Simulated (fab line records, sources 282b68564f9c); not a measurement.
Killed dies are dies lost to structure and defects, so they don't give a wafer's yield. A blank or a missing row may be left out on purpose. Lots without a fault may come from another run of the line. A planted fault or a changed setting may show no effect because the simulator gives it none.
Which tool did it? | flow rit_cmos | 14 lots, 42 wafers sampled, at 6 steps of a route of 202

WHAT THE GAUGES READ, wafer by wafer
RIT_PWELL_TW_MEAS_10. Usual: PWELL_TW 957, standard deviation 8.5.
lot  | measured    | on            | PWELL_TW                | flag
L154 | day 2 03:28 | film_metro-04 | 971 966 965             |
L156 | day 2 14:49 | film_metro-04 | 962 965 959             |
L159 | day 3 06:04 | film_metro-01 | 961 953 962             |
L160 | day 3 13:29 | film_metro-02 | 949 941 946             |
L161 | day 3 16:38 | film_metro-02 | 939 938 940             |
L162 | day 3 19:38 | film_metro-04 | 958 958 966             |
L163 | day 4 01:23 | film_metro-04 | 966 969 961             |
L164 | day 4 07:07 | film_metro-01 | 961 964 964             |
L165 | day 4 10:41 | film_metro-01 | 962 962 964             |
L166 | day 4 15:56 | film_metro-01 | 957 957 961             |
L170 | day 5 11:55 | film_metro-02 | 822 827 820 823 819 825 | OFF
L171 | day 5 16:23 | film_metro-01 | 960 961 961             |
L174 | day 6 08:19 | film_metro-02 | 820 818 824 824 818 820 | OFF
L175 | day 6 12:34 | film_metro-04 | 952 951 952             |

RIT_WELLDRIVE_RS_MEAS_02: measures by four-point-probe. Usual: PWELL_RS 429.6 ohm/sq, standard deviation 1.2.
lot  | measured    | on            | PWELL_RS (ohm/sq)                   | flag
L154 | day 2 08:44 | film_metro-04 | 429.3 428.2 428.3                   |
L156 | day 2 20:55 | film_metro-04 | 429.6 429.8 428.7                   |
L159 | day 3 12:14 | film_metro-04 | 429.1 429.7 429.0                   |
L160 | day 3 18:44 | film_metro-04 | 430.4 430.3 429.7                   |
L161 | day 3 21:55 | film_metro-04 | 430.4 430.0 430.5                   |
L162 | day 4 00:55 | film_metro-04 | 430.6 429.8 431.0                   |
L163 | day 4 06:39 | film_metro-04 | 428.5 428.7 430.4                   |
L164 | day 4 12:23 | film_metro-02 | 428.0 426.6 427.3                   |
L165 | day 4 16:01 | film_metro-02 | 430.4 429.3 429.6                   |
L166 | day 4 21:13 | film_metro-01 | 431.8 429.6 430.4                   |
L170 | day 5 22:46 | film_metro-02 | 570.6 567.6 568.3 571.3 565.9 569.8 | OFF
L171 | day 5 21:39 | film_metro-02 | 429.2 428.9 430.3                   |
L174 | day 6 15:49 | film_metro-04 | 573.7 575.7 573.7 572.5 575.3 573.9 | OFF
L175 | day 6 17:52 | film_metro-01 | 430.1 430.9 430.5                   |

RIT_SDANNEAL_RS_MEAS_07: measures by four-point-probe. Usual: NLDD_RS 151.5 ohm/sq, standard deviation 0.48.
lot  | measured    | on            | NLDD_RS (ohm/sq)  | flag
L154 | day 3 08:19 | film_metro-01 | 150.8 151.5 151.3 |
L156 | day 3 20:37 | film_metro-03 | 151.5 152.0 152.5 |
L159 | day 4 11:10 | film_metro-03 | 151.9 151.7 151.9 |
L160 | day 4 18:11 | film_metro-03 | 151.2 150.9 151.2 |
L161 | day 4 18:42 | film_metro-02 | 151.2 150.9 152.1 |
L162 | day 4 22:22 | film_metro-02 | 152.3 152.2 151.8 |
L163 | day 5 06:20 | film_metro-03 | 150.8 150.8 150.8 |
L164 | day 5 09:46 | film_metro-03 | 151.3 151.1 150.9 |
L165 | day 5 13:38 | film_metro-03 | 152.0 151.8 151.9 |
L166 | day 5 18:39 | film_metro-01 | 152.1 151.6 151.0 |
L171 | day 6 19:23 | film_metro-01 | 151.6 151.5 150.9 |
L175 | day 7 16:18 | film_metro-02 | 151.8 152.1 151.6 |

RIT_CONTACT_CD_MEAS_90: target cd 1000 nm. Usual: cd_nm 999.6 nm, standard deviation 2.4.
lot  | measured    | on        | cd_nm (nm)           | flag
L154 | day 3 10:50 | cd_sem-01 | 1000.5 998.7 1000.5  |
L156 | day 3 23:01 | cd_sem-01 | 1002.5 1000.1 1000.6 |
L159 | day 4 13:41 | cd_sem-01 | 995.9 997.2 994.7    |
L160 | day 4 20:45 | cd_sem-02 | 998.5 997.6 998.6    |
L161 | day 4 21:14 | cd_sem-01 | 998.3 999.0 997.7    |
L162 | day 5 00:59 | cd_sem-02 | 1000.1 999.6 999.0   |
L163 | day 5 08:52 | cd_sem-01 | 1000.3 999.5 999.9   |
L164 | day 5 12:15 | cd_sem-02 | 1000.0 1000.9 1001.6 |
L165 | day 5 16:12 | cd_sem-02 | 999.2 998.5 998.5    |
L166 | day 5 21:11 | cd_sem-02 | 994.9 996.1 996.7    |
L171 | day 6 21:56 | cd_sem-01 | 998.6 998.4 996.7    |
L175 | day 7 18:49 | cd_sem-02 | 1000.2 1001.2 1002.1 |

RIT_M1_OVL_MEAS_10. Usual: M1_OVL 0.1 nm, standard deviation 1.1.
lot  | measured    | on         | M1_OVL (nm)    | flag
L154 | day 3 12:46 | overlay-01 | 1.6 0.5 -0.5   |
L156 | day 4 00:58 | overlay-02 | 2.1 2.1 1.5    |
L159 | day 4 15:48 | overlay-01 | 0.7 1.7 -1.0   |
L160 | day 4 23:02 | overlay-01 | 0.4 0.5 1.5    |
L161 | day 4 23:19 | overlay-01 | 1.6 0.2 2.1    |
L162 | day 5 03:09 | overlay-02 | 1.3 0.4 -0.3   |
L163 | day 5 10:59 | overlay-01 | -0.1 0.5 0.1   |
L164 | day 5 14:13 | overlay-02 | -0.3 -1.0 -0.8 |
L165 | day 5 18:09 | overlay-02 | -0.9 0.7 -0.8  |
L166 | day 5 23:16 | overlay-02 | -1.3 0.1 0.7   |
L171 | day 6 23:53 | overlay-02 | -0.1 0.2 -0.1  |
L175 | day 7 20:52 | overlay-02 | -0.1 0.0 -0.8  |

WHICH TOOL RAN EACH LOT (tool, then ch and the chambers of the sampled wafers, then the start)
lot  | RIT_PWELL_IMPLANT_08
L154 | implanter-01 ch 0, day 2 03:09
L156 | implanter-03 ch 0, day 2 14:30
L159 | implanter-04 ch 0, day 3 05:46
L160 | implanter-04 ch 0, day 3 13:09
L161 | implanter-04 ch 0, day 3 16:20
L162 | implanter-03 ch 0, day 3 19:20
L163 | implanter-04 ch 0, day 4 01:04
L164 | implanter-01 ch 0, day 4 06:49
L165 | implanter-03 ch 0, day 4 10:22
L166 | implanter-03 ch 0, day 4 15:38
L170 | implanter-03 ch 0, day 5 11:35
L171 | implanter-01 ch 0, day 5 16:04
L174 | implanter-03 ch 0, day 6 08:02
L175 | implanter-04 ch 0, day 6 12:17
- RIT_PWELL_IMPLANT_08

WHAT THE TOOLS THEMSELVES READ (means of the sampled wafers that have a number; where no wafer has one, the mark that the record gives instead)
RIT_PWELL_IMPLANT_08. Usual: dose_ions_cm2 6.999e+13, standard deviation 7e+10; faraday_current_uA 222, standard deviation 4.3.
lot  | tool         | dose_ions_cm2 | faraday_current_uA | flag
L154 | implanter-01 | 6.992e+13     | 224                |
L156 | implanter-03 | 7.001e+13     | 224                |
L159 | implanter-04 | 6.996e+13     | 222                |
L160 | implanter-04 | 6.997e+13     | 222                |
L161 | implanter-04 | 7.001e+13     | 227                |
L162 | implanter-03 | 7.001e+13     | 226                |
L163 | implanter-04 | 7.001e+13     | 220                |
L164 | implanter-01 | 7.001e+13     | 222                |
L165 | implanter-03 | 7.009e+13     | 224                |
L166 | implanter-03 | 6.996e+13     | 218                |
L170 | implanter-03 | 4.485e+13     | 140                | OFF
L171 | implanter-01 | 6.993e+13     | 220                |
L174 | implanter-03 | 4.500e+13     | 144                | OFF
L175 | implanter-04 | 6.999e+13     | 223                |

THE ANSWER, worked out from the rows above alone
Rule: a lot is off if the mean of its wafers that have a number lies more than 3 standard deviations from the usual mean. A lot without any number at a reading at which 4 lots or more have one is off too. The other lots that the step has rows for count as sound. The gauges are gone through in route order, then the tools' own readings, and for those a lot's mean is taken as printed above. The first step at which some lot is off is used, and at that step the reading that is off furthest; a lot without a number counts as furthest.
Off: L170, L174, at RIT_PWELL_TW_MEAS_10 (PWELL_TW).
A tool fits if, at a process step before that reading, it ran every lot that is off, and no sound lot after the first of them. The gauges at RIT_PWELL_TW_MEAS_10 aren't tried: what is off there is off at RIT_PWELL_IMPLANT_08 too, on other tools, and a gauge's error can't cause that. One fits: implanter-03 at RIT_PWELL_IMPLANT_08. Its last sound lot is L166 (day 4 15:38), its first lot that is off L170 (day 5 11:35): a fault that began between those two fits.
The tool's own readings at RIT_PWELL_IMPLANT_08 bear it out: on the lots that are off they differ by more than 5 times the standard deviation of the sound lots' means. dose_ions_cm2 reads 4.492e+13 there against 6.999e+13 on the sound lots; faraday_current_uA reads 142 there against 223 on the sound lots.

WHAT THE SIMULATOR HAD PUT IN
Process parameter drift: implanter-03, from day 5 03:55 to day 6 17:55, at RIT_PWELL_IMPLANT_08. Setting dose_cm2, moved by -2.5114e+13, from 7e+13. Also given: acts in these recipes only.
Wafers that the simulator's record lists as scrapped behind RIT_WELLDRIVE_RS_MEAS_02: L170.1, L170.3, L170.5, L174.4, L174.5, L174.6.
Lots struck among those shown: L170, L174. The rule above found the same.
